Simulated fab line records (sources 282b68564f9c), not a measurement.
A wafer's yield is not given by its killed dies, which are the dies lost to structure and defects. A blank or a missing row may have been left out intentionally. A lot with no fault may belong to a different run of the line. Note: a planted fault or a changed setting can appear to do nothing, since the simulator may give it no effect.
A lot that was struck, set against a sound lot | flow rit-cmos | 45 steps out of a route of 202
Sound: these wafers, L581.2, L581.5, L581.6. The struck wafers were L589.1, L589.2, L589.3. The cause comes at the end.
At each step with rows: each side's tool, then ch and its chambers, then its first start. Under that, the readings that differ: sound wafers | struck wafers | difference of the means | sigmas: that difference in standard deviations of wafers without a fault.
alike: readings with means less than 2 such deviations apart, plus words and numbers identical on both sides. not compared: withheld readings, readings lacking a value on some wafer, bounds such as >300 that could conceal the same value, and numbers that have no deviation in the record and whose values overlap.
Wherever a step has rows on one side only, a row that says differs or no value, or a row with sigmas, the two part there. Non-overlapping numbers with no deviation appear without sigmas and do not part them. Lack of a reading on every wafer of one side parts them only where that side has two or more wafers.

first, 1 step without rows for these wafers: RIT_ACTIVE_DEVELOP_10 (develop time 50 s).
RIT_ACTIVE_CD_MEAS_11: the cd target is 1400 nm.
  sound: cd-sem-02 at day 3 13:29; struck: cd-sem-02 at day 5 04:08
  alike: cd-nm
then, 1 step without rows for these wafers: RIT_ACTIVE_HARDBAKE_12 (time 60 s).
RIT_ACTIVE_ETCH_13: etches Si3N4 in SF6, stops on SiO2, time 210 s, target depth 210 nm.
  sound on rie-diel-02 ch 0,1,2, day 3 13:44; struck on rie-diel-02 ch 0,2,3, day 5 04:24
  alike: drypump-motor-current-A, oes-product-au, rf-fwd-power-W, throttle-valve-pct
  not compared: rf-hours-counter-h
RIT_ACTIVE_STRIP_14: strips in O2, time 180 s.
  sound on plasma-asher-01 ch 0,1, day 3 13:52; struck on plasma-asher-04 ch 0,1, day 5 04:32
  alike: drypump-motor-current-A
  not compared: rf-hours-counter-h
RIT_ACTIVE_CD_MEAS_90: the cd target is 1400 nm.
  sound: cd-sem-01 at day 3 14:04; struck: cd-sem-02 at day 5 04:43
  alike: cd-nm
then, 4 steps without rows for these wafers: RIT_ACTIVE_CLEAN_15 (cleans in SC1, time 600 s); RIT_ACTIVE_CLEAN_16 (cleans in dHF, time 30 s); RIT_ACTIVE_CLEAN_17 (cleans in SC2, time 600 s); RIT_FOX1_OXIDATION_00 (target thk 350.7 nm, ox time 1130 s).
RIT_FOX1_THK_MEAS_01:
  sound: film-metro-03 at day 3 16:59; struck: film-metro-02 at day 5 07:50
  alike: FOX1_OXIDE_THK
then, 1 step without rows for these wafers: RIT_FOX1_WET_ETCH_02 (etches SiO2 in BOE, target depth 350 nm, time 390 s).
RIT_FOX2_OXIDATION_00: target thk 350.7 nm, ox time 1130 s.
  sound on furnace-01 ch 0, day 3 17:08; struck on furnace-03 ch 0, day 5 08:05
  reading                                     | sound                | struck               | difference | sigmas
  spike-tc-centre-C (C)                       | 1103.0 1101.9 1101.1 | 1063.3 1062.4 1061.2 | -39.7      | -41
  spike-tc-load-C (C)                         | 1121 1121 1121       | 1088 1088 1087       | -33        | -11
  spike-tc-source-C (C)                       | 1120 1121 1122       | 1088 1088 1087       | -33        | -10
  tube-center-temp-C (C)                      | 1100.1 1100 1100.1   | 1060.1 1060 1060     | -40.0      | -99 or more
  tube_center_temp_C_max                      | 1102.7 1102.4 1102.5 | 1062.6 1062.7 1063.1 | -39.7      | -85
  zone-power-load-pct (%)                     | 47.0 46.5 47.2       | 39.8 39.4 39.9       | -7.2       | -4
  model.SiO2_of_FOX2_OXIDATION_00.thk-nm (nm) | 350.7 349.1 352.8    | 285.4 280 285.8      | -67.1      |
RIT_FOX2_THK_MEAS_01:
  sound: film-metro-04 at day 3 18:28; struck: film-metro-04 at day 5 09:24
  reading             | sound       | struck      | difference | sigmas
  FOX2_OXIDE_THK (nm) | 351 349 353 | 285 280 286 | -67        | -13
then, 2 steps without rows for these wafers: RIT_FOX2_CLEAN_02 (cleans in dHF, time 180 s); RIT_FOX2_WET_ETCH_03 (etches Si3N4 in H3PO4, target depth 195 nm, time 2700 s).
RIT_FOX2_THK_MEAS_90:
  sound: film-metro-04 at day 3 19:20; struck: film-metro-04 at day 5 10:16
  reading                     | sound       | struck      | difference | sigmas
  FIELD_OXIDE_LEFT_1_THK (nm) | 323 322 325 | 258 253 259 | -67        | -13
then, 6 steps without rows for these wafers: RIT_NWELL_HMDS_00 (prime time 60 s); RIT_NWELL_COAT_01 (resist thk 1300 nm); RIT_NWELL_SOFTBAKE_02 (time 60 s); RIT_NWELL_EXPOSE_03 (exposes mask M2, target cd 43900 nm); RIT_NWELL_PEB_04; RIT_NWELL_DEVELOP_05 (develop time 68 s).
RIT_NWELL_OVL_MEAS_06:
  sound: overlay-01 at day 3 20:25; struck: overlay-02 at day 5 11:20
  alike: NWELL_OVL
then, 2 steps without rows for these wafers: RIT_NWELL_HARDBAKE_07 (time 120 s); RIT_NWELL_IMPLANT_08.
RIT_NWELL_STRIP_09: strips in O2, time 180 s.
  sound on plasma-asher-03 ch 0,1, day 3 20:50; struck on plasma-asher-01 ch 0,1, day 5 11:47
  alike: drypump-motor-current-A
  not compared: rf-hours-counter-h
RIT_NWELL_TW_MEAS_10:
  sound: film-metro-03 at day 3 21:01; struck: film-metro-04 at day 5 11:57
  reading  | sound          | struck         | difference | sigmas
  NWELL_TW | 2157 2168 2170 | 2128 2119 2129 | -40        | -2
then, 6 steps without rows for these wafers: RIT_PWELL_HMDS_00 (prime time 60 s); RIT_PWELL_COAT_01 (resist thk 1300 nm); RIT_PWELL_SOFTBAKE_02 (time 60 s); RIT_PWELL_EXPOSE_03 (exposes mask M3, target cd 43700 nm); RIT_PWELL_PEB_04; RIT_PWELL_DEVELOP_05 (develop time 68 s).
RIT_PWELL_OVL_MEAS_06:
  sound: overlay-02 at day 3 22:05; struck: overlay-02 at day 5 12:53
  alike: PWELL_OVL
then, 2 steps without rows for these wafers: RIT_PWELL_HARDBAKE_07 (time 120 s); RIT_PWELL_IMPLANT_08.
RIT_PWELL_STRIP_09: strips in O2, time 180 s.
  sound on plasma-asher-04 ch 0,1, day 3 22:31; struck on plasma-asher-03 ch 0,1, day 5 13:20
  alike: drypump-motor-current-A
  not compared: rf-hours-counter-h
RIT_PWELL_TW_MEAS_10:
  sound: film-metro-04 at day 3 22:42; struck: film-metro-03 at day 5 13:30
  alike: PWELL_TW
then, 1 step without rows for these wafers: RIT_WELLDRIVE_ANNEAL_00 (time 14700 s).
RIT_WELLDRIVE_RS_MEAS_01: a four-point-probe measurement.
  sound: film-metro-04 at day 4 06:28; struck: film-metro-03 at day 5 19:13
  alike: NWELL_RS
RIT_WELLDRIVE_RS_MEAS_02: a four-point-probe measurement.
  sound: film-metro-04 at day 4 06:35; struck: film-metro-03 at day 5 19:20
  reading           | sound             | struck            | difference | sigmas
  PWELL_RS (ohm/sq) | 428.8 428.8 427.7 | 431.1 431.2 430.5 | +2.5       | +2
RIT_FOX2_THK_MEAS_91:
  sound: film-metro-03 at day 4 10:23; struck: film-metro-04 at day 5 23:24
  reading                     | sound       | struck      | difference | sigmas
  FIELD_OXIDE_LEFT_2_THK (nm) | 255 254 257 | 192 186 192 | -65        | -12
RIT_SILICIDE_WET_ETCH_00: etches SiO2 in BOE, target depth 14 nm, time 15 s.
  sound on wet-bench-02 ch 1, day 5 05:46; struck on wet-bench-04 ch 3, day 6 19:55
  reading                                     | sound         | struck           | difference | sigmas
  model.SiO2_of_FOX2_OXIDATION_00.thk-nm (nm) | 152 151 152.3 | 87.13 81.2 87.71 | -66.42     |
RIT_M1_PROBE_99:
  sound: prober-01 at day 6 08:15; struck: prober-01 at day 7 02:51
  reading            | sound | struck | difference | sigmas
  killed_at_M0_to_M3 | 0 0 0 | 0 0 1  | +0         | +3
  alike: killed-at-front-end, killed-dies, killed-open, killed-short

## WHERE THEY PART
Last at RIT_M1_PROBE_99 as far as this record goes, first at RIT_FOX2_OXIDATION_00.

WHY: what the simulator had put in
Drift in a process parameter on furnace-03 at RIT_FOX2_OXIDATION_00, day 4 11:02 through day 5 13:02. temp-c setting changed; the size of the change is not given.
